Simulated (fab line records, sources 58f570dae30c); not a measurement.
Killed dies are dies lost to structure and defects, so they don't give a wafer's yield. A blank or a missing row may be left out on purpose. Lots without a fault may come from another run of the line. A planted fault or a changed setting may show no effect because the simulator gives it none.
fab line records | flow berkeley_cmos170
record lots=14 wafers=42 last_day=11
route steps=331 shown NWELL@26 ACTIVE@76 PVT@122 GATE@139
lots that met no fault: from a run of the same line without faults
start_h: hours from the record's first day to the start of the lot's first wafer shown | wait_h: hours since the lot's step before | " the same as in the row above | L1.1+2: a row that stands for several wafers | - no value, or no start given | * or withheld: withheld | < > ~ a bound
route shown NAME@n: a module of which the file shows steps, and the number in the route of the first | usual: mean/standard deviation of fault-free wafers | same: alike in all rows | chamber/n: place in a boat | sites: the reading at each site | _std_site: their standard deviation | _edge_site: outer sites' mean less inner sites' | radius_mm: how far each site lies from the wafer's centre | mask NAME#n: copy n | behind: the tool/chamber that last shaped the wafer | hold: why the lot was held/for how many hours/how that ended | device: the transistor (n, p or np) that didn't switch | end of line: the same wafers' tests at the end of the route | a step without rows: its recipe alone | killed: dies lost to structure and defects at the first sort, not the wafer's yield | map: a wafer's dies, x killed, . not, _ none there
set.NAME: the setting as run; set.NAME@STEP: as run at that earlier step | model.NAME: the simulator's own value behind a step, which no gauge read
steps of the route over a sample of lots; a table a step, a row a wafer
services: from which hour (start_h, from the record's first day; less than 0 if before it) a tool's chamber was out of use, for how many hours, and why
## steps
# step UCB170_NWELL_OVL_MEAS_12
# usual NWELL_OVL=0/5
# columns lot.wafer tool chamber start_h wait_h NWELL_OVL[nm]
L702.3 overlay-02 - 34.29 - 4
L702.4 " - " " -5
L702.6 " - " " -2
L703.2 overlay-01 - 34.74 - 6
L703.4 " - " " 1
L703.6 " - " " 5
L705.1 overlay-01 - 48.77 - -3
L705.2 " - " " -2
L705.6 " - " " 2
L706.2 overlay-02 - 53.61 - -4
L706.5 " - " " -1
L706.6 " - " " -2
L707.1 overlay-02 - 62.71 - 4
L707.2 " - " " 5
L707.6 " - " " 0
L708.3 overlay-02 - 69.03 - -2
L708.4 " - " " 0
L708.6 " - " " -1
L710.1 overlay-02 - 80.04 - 6
L710.5 " - " " -3
L710.6 " - " " 6
L716.3 overlay-02 - 96.53 - 3
L716.4 " - " " -3
L716.6 " - " " -3
L718.2 overlay-02 - 107.75 - -2
L718.3 " - " " 2
L718.4 " - " " -5
L719.1 overlay-02 - 117.47 - -14
L719.3 " - " " -11
L719.4 " - " " -10
L721.1 overlay-02 - 126.25 - -8
L721.2 " - " " -3
L721.4 " - " " 0
L722.1 overlay-01 - 130.72 - 0
L722.2 " - " " 3
L722.4 " - " " 4
L724.1 overlay-02 - 136.74 - 1
L724.3 " - " " 5
L724.6 " - " " 0
L725.2 overlay-02 - 143.53 - 8
L725.3 " - " " 15
L725.6 " - " " 10
# step UCB170_ACTIVE_STRIP_16
# recipe chemistry=O2 power_w=400 pressure_mtorr=3500 platen_temp_c=withheld o2_flow_sccm=400 overash_fraction=0.5
# usual drypump_motor_current_A=5.7/0.35 oes_product_au=0.720/0.0045 strip_time_to_endpoint_s=17.96/0.088
# columns lot.wafer tool chamber start_h wait_h drypump_motor_current_A oes_product_au rf_hours_counter_h strip_time_to_endpoint_s
L702.3 plasma_asher-01 0 78.02 0.1 5.1 0.723 - 17.99
L702.4 " 1 " " 5.6 0.721 - 18.04
L702.6 " 0 " " 5.0 0.722 - 18.05
L703.2 plasma_asher-01 1 86.28 0.1 5.6 0.722 36 17.83
L703.4 " 0 " " 5.1 0.717 - 17.99
L703.6 " 1 " " 5.6 0.725 - 17.88
L705.1 plasma_asher-01 0 93.51 0.1 5.0 0.719 37 18.03
L705.2 " 1 " " 5.6 0.720 37 18.03
L705.6 " 1 " " 5.6 0.715 - 17.99
L706.2 plasma_asher-02 0 97.90 0.1 5.9 0.725 39 17.85
L706.5 " 1 " " 5.8 0.728 - 17.95
L706.6 " 0 " " 5.9 0.723 - 17.87
L707.1 plasma_asher-04 1 109.32 0.1 6.0 0.717 38 17.96
L707.2 " 0 " " 5.8 0.719 38 18.12
L707.6 " 1 " " 6.1 0.713 - 18.00
L708.3 plasma_asher-02 1 109.63 0.1 5.8 0.722 - 17.76
L708.4 " 0 " " 5.9 0.726 - 17.81
L708.6 " 0 " " 5.9 0.719 - 17.82
L710.1 plasma_asher-04 0 124.85 0.1 5.9 0.729 41 18.00
L710.5 " 0 " " 5.9 0.722 - 17.99
L710.6 " 1 " " 6.1 0.719 - 17.97
L716.3 plasma_asher-01 0 140.51 0.1 5.0 0.710 - 18.05
L716.4 " 1 " " 5.6 0.720 - 17.89
L716.6 " 1 " " 5.6 0.721 - 17.94
L718.2 plasma_asher-01 1 145.35 0.1 5.6 0.723 2 18.04
L718.3 " 1 " " 5.6 0.721 - 17.92
L718.4 " 0 " " 5.0 0.716 - 17.93
L719.1 plasma_asher-01 1 170.80 0.1 5.6 0.719 5 18.04
L719.3 " 1 " " 5.6 0.714 - 17.93
L719.4 " 0 " " 5.0 0.724 - 18.10
L721.1 plasma_asher-04 0 171.07 0.1 5.9 0.731 47 17.98
L721.2 " 1 " " 6.1 0.726 47 18.02
L721.4 " 1 " " 6.0 0.725 - 17.98
L722.1 plasma_asher-01 1 171.34 0.1 5.6 0.719 5 17.96
L722.2 " 0 " " 5.0 0.718 5 17.97
L722.4 " 1 " " 5.6 0.725 - 18.16
L724.1 plasma_asher-04 0 179.57 0.1 5.9 0.715 48 17.98
L724.3 " 0 " " 5.9 0.722 - 17.93
L724.6 " 0 " " 5.9 0.722 - 17.88
L725.2 plasma_asher-04 1 187.10 0.1 6.1 0.727 50 17.88
L725.3 " 1 " " 6.1 0.719 - 17.95
L725.6 " 0 " " 5.9 0.720 - 17.91
# step UCB170_PVT_IMPLANT_07
# recipe species=P dose_cm2=2e+12 energy_kev=30 tilt_deg=7
# usual dose_ions_cm2=2.0003e+12/2.1e+09 faraday_current_uA=6.36/0.11
# columns lot.wafer tool chamber start_h wait_h dose_ions_cm2 faraday_current_uA
L702.3 implanter-03 0 106.36 0.1 2.0008e+12 6.31
L702.4 " 0 " " 1.9999e+12 6.27
L702.6 " 0 " " 1.9994e+12 6.33
L703.2 implanter-03 0 121.53 0.0 1.9985e+12 6.36
L703.4 " 0 " " 2.0045e+12 6.34
L703.6 " 0 " " 2.0004e+12 6.38
L705.1 implanter-03 0 125.70 0.0 1.9991e+12 6.37
L705.2 " 0 " " 1.9952e+12 6.46
L705.6 " 0 " " 1.9974e+12 6.40
L706.2 implanter-01 0 128.95 0.0 1.9977e+12 6.38
L706.5 " 0 " " 2.0023e+12 6.14
L706.6 " 0 " " 2.002e+12 6.57
L708.3 implanter-04 0 138.05 0.1 2.0013e+12 6.48
L708.4 " 0 " " 1.9999e+12 6.27
L708.6 " 0 " " 2.0006e+12 6.20
L707.1 implanter-03 0 138.07 0.0 2.0026e+12 6.54
L707.2 " 0 " " 2.0046e+12 6.36
L707.6 " 0 " " 2.0032e+12 6.40
L710.1 implanter-01 0 153.64 0.0 1.9996e+12 6.36
L710.5 " 0 " " 1.9982e+12 6.34
L710.6 " 0 " " 2.0022e+12 6.18
L716.3 implanter-03 0 172.48 0.1 1.2062e+12 3.85
L716.4 " 0 " " 1.2033e+12 3.87
L716.6 " 0 " " 1.2029e+12 3.81
L718.2 implanter-03 0 180.74 0.0 1.2105e+12 3.74
L718.3 " 0 " " 1.2083e+12 3.89
L718.4 " 0 " " 1.2093e+12 3.86
L721.1 implanter-01 0 200.80 0.0 2.0012e+12 6.34
L721.2 " 0 " " 2.0007e+12 6.15
L721.4 " 0 " " 2.0032e+12 6.31
L722.1 implanter-04 0 200.87 0.0 1.9979e+12 6.30
L722.2 " 0 " " 1.9989e+12 6.35
L722.4 " 0 " " 1.9982e+12 6.31
L719.1 implanter-01 0 201.60 0.0 1.999e+12 6.31
L719.3 " 0 " " 2.001e+12 6.34
L719.4 " 0 " " 2.0017e+12 6.49
L724.1 implanter-01 0 208.97 0.0 2.0018e+12 6.36
L724.3 " 0 " " 1.9979e+12 6.48
L724.6 " 0 " " 1.9996e+12 6.54
L725.2 implanter-01 0 215.10 0.0 2.0002e+12 6.28
L725.3 " 0 " " 1.9984e+12 6.24
L725.6 " 0 " " 2.0033e+12 6.26
# step UCB170_PVT_TW_MEAS_09
# usual PVT_TW=505/3.2
# columns lot.wafer tool chamber start_h wait_h PVT_TW
L702.3 film_metro-03 - 106.58 0.1 511
L702.4 " - " " 512
L702.6 " - " " 513
L703.2 film_metro-04 - 121.77 0.1 508
L703.4 " - " " 506
L703.6 " - " " 508
L705.1 film_metro-01 - 125.95 0.1 500
L705.2 " - " " 500
L705.6 " - " " 502
L706.2 film_metro-01 - 129.19 0.1 499
L706.5 " - " " 500
L706.6 " - " " 499
L708.3 film_metro-03 - 138.27 0.1 502
L708.4 " - " " 505
L708.6 " - " " 504
L707.1 film_metro-04 - 138.32 0.1 506
L707.2 " - " " 505
L707.6 " - " " 507
L710.1 film_metro-03 - 153.89 0.1 506
L710.5 " - " " 506
L710.6 " - " " 507
L716.3 film_metro-03 - 172.70 0.1 431
L716.4 " - " " 430
L716.6 " - " " 431
L718.2 film_metro-03 - 180.97 0.1 429
L718.3 " - " " 430
L718.4 " - " " 430
L721.1 film_metro-04 - 201.05 0.1 506
L721.2 " - " " 505
L721.4 " - " " 504
L722.1 film_metro-01 - 201.12 0.1 503
L722.2 " - " " 502
L722.4 " - " " 502
L719.1 film_metro-01 - 201.85 0.1 501
L719.3 " - " " 501
L719.4 " - " " 503
L724.1 film_metro-04 - 209.22 0.1 505
L724.3 " - " " 504
L724.6 " - " " 506
L725.2 film_metro-04 - 215.34 0.1 506
L725.3 " - " " 504
L725.6 " - " " 503
# step UCB170_GATE_OVL_MEAS_13
# usual GATE_OVL=3/5.3
# columns lot.wafer tool chamber start_h wait_h GATE_OVL[nm]
L702.3 overlay-01 - 119.98 0.1 8
L702.4 " - " " 6
L702.6 " - " " 9
L703.2 overlay-02 - 132.47 0.1 4
L703.4 " - " " 5
L703.6 " - " " 8
L705.1 overlay-02 - 135.38 0.1 1
L705.2 " - " " -4
L705.6 " - " " 0
L706.2 overlay-02 - 141.14 0.1 7
L706.5 " - " " 7
L706.6 " - " " 6
L708.3 overlay-02 - 146.88 0.1 2
L708.4 " - " " 6
L708.6 " - " " 3
L707.1 overlay-02 - 147.05 0.1 -2
L707.2 " - " " -3
L707.6 " - " " -3
L710.1 overlay-01 - 163.97 0.1 8
L710.5 " - " " 2
L710.6 " - " " 7
L716.3 overlay-01 - 186.43 0.1 -10
L716.4 " - " " -6
L716.6 " - " " -8
L718.2 overlay-02 - 191.27 0.1 -7
L718.3 " - " " -5
L718.4 " - " " -2
L721.1 overlay-01 - 212.96 0.1 -1
L721.2 " - " " 5
L721.4 " - " " -3
L722.1 overlay-01 - 213.08 0.1 15
L722.2 " - " " 4
L722.4 " - " " 10
L719.1 overlay-02 - 213.23 0.1 4
L719.3 " - " " 8
L719.4 " - " " 7
L724.1 overlay-02 - 220.76 0.1 -2
L724.3 " - " " 1
L724.6 " - " " 3
L725.2 overlay-02 - 227.79 0.1 9
L725.3 " - " " 13
L725.6 " - " " 9
## services
# columns tool chamber start_h hours kind
implanter-01 - 60.79 0.7 repair
implanter-03 - 80.73 2.6 pm
plasma_asher-02 - 86.70 4.2 repair
implanter-04 - 91.63 6.3 repair
plasma_asher-01 - 108.75 9.0 pm
plasma_asher-01 0 108.75 9.0 vent_cycle
plasma_asher-01 1 108.75 9.0 vent_cycle
plasma_asher-01 0 117.75 - clean
plasma_asher-01 1 117.75 - clean
plasma_asher-02 - 125.12 7.6 repair
plasma_asher-01 - 130.21 9.0 repair
implanter-03 - 141.61 3.2 pm
implanter-04 - 142.94 0.7 repair
plasma_asher-01 - 178.09 28.1 pm
implanter-04 - 210.00 3.2 pm
## key
first_sign step=UCB170_PVT_IMPLANT_07 reading=dose_ions_cm2 direction=down sigmas=99+ usual=2.0003e+12 struck=1.2067e+12
effect step=UCB170_PVT_IMPLANT_07 reading=faraday_current_uA direction=down sigmas=23 usual=6.36 struck=3.84
effect step=UCB170_PVT_TW_MEAS_09 reading=PVT_TW direction=down sigmas=23 usual=505 struck=430
met_at UCB170_PVT_IMPLANT_07
struck_lots L716,L718
tester_left_out L716,L718
not_acting_at UCB170_NWELL_OVL_MEAS_12,UCB170_ACTIVE_STRIP_16,UCB170_GATE_OVL_MEAS_13
onset_between 138.07 172.48
fault kind=process_parameter_drift tool=implanter-03 chamber=- onset_h=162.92 steps=UCB170_PVT_IMPLANT_07 channel=dose_cm2 offset=-7.9431e+11 shape=step end_h=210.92 acts_in=these_recipes_only stated=2e+12
# tester_left_out: of these lots the tester's yield and bins aren't shown, on N5 and GAA mostly nor the transistor test; their killed dies are dies lost to structure and defects alone, not to doping, threshold or leakage, so they don't give the yield
